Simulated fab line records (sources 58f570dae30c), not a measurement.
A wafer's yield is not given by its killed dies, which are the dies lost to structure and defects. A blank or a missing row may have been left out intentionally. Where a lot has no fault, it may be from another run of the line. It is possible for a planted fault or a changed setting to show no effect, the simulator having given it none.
8D (eight disciplines) problem report, filled in by code ; flow berkeley-cmos170 ; the parts of the form that need people (team, actions taken, sign-off) are left out

1. WHAT WENT WRONG
WELLDRIVE_OXIDE_THK at UCB170_WELLDRIVE_THK_MEAS_02 reads a mean of 172 nm on 6 wafers of 2 lots; wafers without a fault read 200 nm with a standard deviation of 4.2. Relative to the usual mean, that is a shift of -6.7 standard deviations.
First observed at day 5 12:02: wafer L833.4, on film-metro-01. At this step, 42 wafers from 14 lots have a number in the record. Rule for "out" (also "out of limits"): further than 4 standard deviations from the usual mean. Any other wafer with a number is counted as sound.

2. WHAT THIS IS AND IS NOT
question;is;is not
which readings at this step;WELLDRIVE_OXIDE_THK;-
which lots;L832, L833;L823, L825, L826, L827, L829, L830, L835, L840, L841, L842, L844, L846
which wafers of those lots;all that have a number;-
read on which gauges;film-metro-01, film-metro-03;film-metro-02
when;from day 5 12:02;"up to then (18 sound wafers); but 18 sound wafers of L835, L840, L841, L842, L844, L846 came after"

3. WHAT RULES OUT EACH SUSPECT
Counting: any tool at a process step up to the reading is kept as a suspect provided that every lot that is out went through it and no sound lot did after the first of them.
- the gauge at UCB170_WELLDRIVE_THK_MEAS_02 has been ruled out. The wafers that are out were read on 2 gauges (film-metro-01, film-metro-03).
- furnace-04 at UCB170_WELLDRIVE_OXIDATION_01 (target thk 199 nm, ox time 9000 s): kept. It ran every lot that is out, first L832 (day 5 08:31), and no sound lot after that; its last sound lot up to then is L829 (day 4 13:09). Its own readings are out on those wafers: spike-tc-centre-C, spike-tc-load-C, spike-tc-source-C, tube-center-temp-C, tube_center_temp_C_max.
The count leaves furnace-04 at UCB170_WELLDRIVE_OXIDATION_01.

4. THE CAUSE (what the simulator had put in)
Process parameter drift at UCB170_WELLDRIVE_OXIDATION_01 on furnace-04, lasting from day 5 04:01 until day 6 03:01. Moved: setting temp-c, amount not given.
Only this tool survived the counting.

5. THE EFFECT CHAIN, in route order
Each row: a reading whose mean over the struck wafers that have a number lies more than 3 standard deviations from the usual. Readings are gone through only where the record gives a usual standard deviation; hours: the median, over the lots, of the time from a lot's start at the first step in this table giving one to that lot's start at this step; sigmas: the change measured in usual standard deviations.
hours;step;reading;usual;on struck wafers;change;sigmas
0;UCB170_WELLDRIVE_OXIDATION_01;spike-tc-centre-C;1101.6 C;1082.8;-18.8;-16
0;UCB170_WELLDRIVE_OXIDATION_01;spike-tc-load-C;1127.3 C;1105.5;-21.8;-16
0;UCB170_WELLDRIVE_OXIDATION_01;spike-tc-source-C;1125.1 C;1107.5;-17.6;-8.8
0;UCB170_WELLDRIVE_OXIDATION_01;tube-center-temp-C;1100 C;1080;-20;-99 or more
0;UCB170_WELLDRIVE_OXIDATION_01;tube_center_temp_C_max;1102.9;1083.3;-19.6;-40
4;UCB170_WELLDRIVE_THK_MEAS_02;WELLDRIVE_OXIDE_THK;200 nm;172;-28;-6.7
It contains these process steps:
- UCB170_WELLDRIVE_OXIDATION_01: target thk 199 nm, ox time 9000 s.
At these later measuring or inspecting steps, every struck wafer for which the step has a row has a number for every such reading, and none has moved that far: UCB170_PFIELD_OVL_MEAS_06, UCB170_PFIELD_TW_MEAS_09.

6. HOW IT WOULD HAVE BEEN CAUGHT EARLIER
In this record the first reading out of limits at a measuring or inspecting step was taken at day 5 12:02, 8 hours after the fault began at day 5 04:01.
The tool's own readings at UCB170_WELLDRIVE_OXIDATION_01 were out on every struck wafer that the step has a row for (spike-tc-centre-C, spike-tc-load-C, spike-tc-source-C, tube-center-temp-C, tube_center_temp_C_max): an alarm limit on them would have fired on the first of those.
Lots out: 2; all had begun UCB170_WELLDRIVE_OXIDATION_01 on furnace-04 by day 5 12:02. Had the tool been put on hold then, not one of them would have been saved.
